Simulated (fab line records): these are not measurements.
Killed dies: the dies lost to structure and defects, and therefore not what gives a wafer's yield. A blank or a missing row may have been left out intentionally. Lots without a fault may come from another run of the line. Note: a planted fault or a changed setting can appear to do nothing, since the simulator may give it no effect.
Matching of chambers ; flow berkeley-cmos170 ; 4 sister chambers for UCB170_V1_CMP_02 on cmp-01
The step polishes SiO2. 8 wafers are shown with their chamber, then 9 later ones without.

== EACH WAFER AND ITS CHAMBER ==
wafer;chamber;motor-current-A (A)
L143.3;0;14.0
L143.5;1;14.2
L145.1;2;15.3
L145.2;1;13.8
L145.3;3;13.9
L146.2;3;14.3
L146.4;2;15.0
L146.5;0;14.9

== WAFERS MISSING THEIR CHAMBER ==
wafer;motor-current-A (A)
L151.3;15.8
L151.4;13.7
L151.6;14.2
L155.2;14.3
L155.5;14.7
L155.6;15.4
L154.1;14.8
L154.3;14.3
L154.4;13.8

== WHICH CHAMBER EACH ONE RAN IN ==
wafer;from the rows above;in truth
L151.3;can't be placed: 2 or 0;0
L151.4;can't be placed: 1 or 3 or 0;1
L151.6;can't be placed: 3 or 1 or 0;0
L155.2;can't be placed: 0 or 3 or 1 or 2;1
L155.5;can't be placed: 0 or 2 or 3 or 1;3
L155.6;can't be placed: 2 or 0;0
L154.1;can't be placed: 2 or 0 or 3 or 1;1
L154.3;can't be placed: 0 or 3 or 1 or 2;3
L154.4;can't be placed: 1 or 3 or 0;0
Correct placement for 0 of the 9. Cannot be placed on the basis of these rows: 9; the candidates contain the true chamber in 9. 0 placed wrongly.
How it was worked out, from the rows above alone: a wafer's distance from a chamber is the root of the sum, over the readings, of the square of ((its reading less the chamber's mean) divided by the reading's scatter). If the next closest chamber is less than 2 further off than the closest, the wafer can't be placed; otherwise it belongs to the closest. A chamber's mean is the mean of its shown wafers. The scatter: take each reading less its chamber's mean, square it, sum over the shown wafers, divide by the number of wafers less the number of chambers, and take the root.
